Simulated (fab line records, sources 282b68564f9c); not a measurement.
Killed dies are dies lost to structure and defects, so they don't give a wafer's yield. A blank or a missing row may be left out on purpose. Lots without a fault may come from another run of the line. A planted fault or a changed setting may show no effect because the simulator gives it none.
One fault seen from 2 desks | flow rit_cmos | each desk has only its own numbers; what lay behind them comes last

THE TOOL OWNER'S DESK: implanter-04
The tool's own readings at RIT_PWELL_IMPLANT_08: means of the sampled wafers that have a number, for each lot that ran on this tool. A lot is out of limits, marked OUT, if its mean lies more than 4 standard deviations from the usual mean; the brackets give that distance.
Columns: A = beam_energy_keV at RIT_PWELL_IMPLANT_08, usual 169.99
lot  | first seen here | A
L671 | day 1 22:36     | 169.97
L672 | day 2 03:47     | 169.91
L677 | day 3 04:14     | 119.00 (-99 or more) OUT
L678 | day 3 22:51     | 118.98 (-99 or more) OUT
This desk's finding: out of limits on L677, L678; first on L677, day 3 04:14 (beam_energy_keV at RIT_PWELL_IMPLANT_08). In limits: L671, L672.

THE METROLOGY DESK
What the gauges read, lot by lot, whatever tool the lot ran on: means of the sampled wafers that have a number. A lot is out of limits, marked OUT, if its mean lies more than 4 standard deviations from the usual mean; the brackets give that distance.
Columns: A = PWELL_TW at RIT_PWELL_TW_MEAS_10, usual 947; B = PWELL_RS at RIT_WELLDRIVE_RS_MEAS_02, usual 429.0 ohm/sq
lot  | first seen here | A   | B
L671 | day 1 22:55     | 955 | 428.9
L672 | day 2 04:04     | 962 | 429.2
L673 | day 2 09:26     | 957 | 428.5
L674 | day 2 14:49     | 948 | 430.1
L677 | day 3 04:33     | 918 | 443.9 (+12) OUT
L678 | day 3 23:11     | 920 | 442.9 (+12) OUT
L683 | day 4 10:29     | 942 | 431.1
L685 | day 4 20:50     | 954 | 429.9
L686 | day 5 02:06     | 957 | 429.1
L688 | day 5 13:32     | 945 | 428.9
L691 | day 6 03:38     | 943 | 429.8
L692 | day 6 08:23     | 941 | 428.5
L693 | day 6 13:38     | 942 | 429.8
L694 | day 6 19:06     | 948 | 428.0
This desk's finding: out of limits on L677, L678; first on L677, day 3 15:07 (PWELL_RS at RIT_WELLDRIVE_RS_MEAS_02). In limits: L671, L672, L673, L674, L683, L685, L686, L688, L691, L692, L693, L694.

PUT TOGETHER
The tool owner's desk could have raised an alarm at day 3 04:14, on L677, L678.
The metrology desk could have raised an alarm at day 3 15:07, on L677, L678.
Of the lots named, all ran RIT_PWELL_IMPLANT_08 on implanter-04.

WHAT THE SIMULATOR HAD PUT IN
Process parameter drift: implanter-04, from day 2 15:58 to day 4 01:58, at RIT_PWELL_IMPLANT_08. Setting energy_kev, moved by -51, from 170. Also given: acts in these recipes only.
Lots struck among those shown: L677, L678.
Hours from the fault's start to each desk's first reading out of limits: the tool owner's desk, 12; the metrology desk, 23.
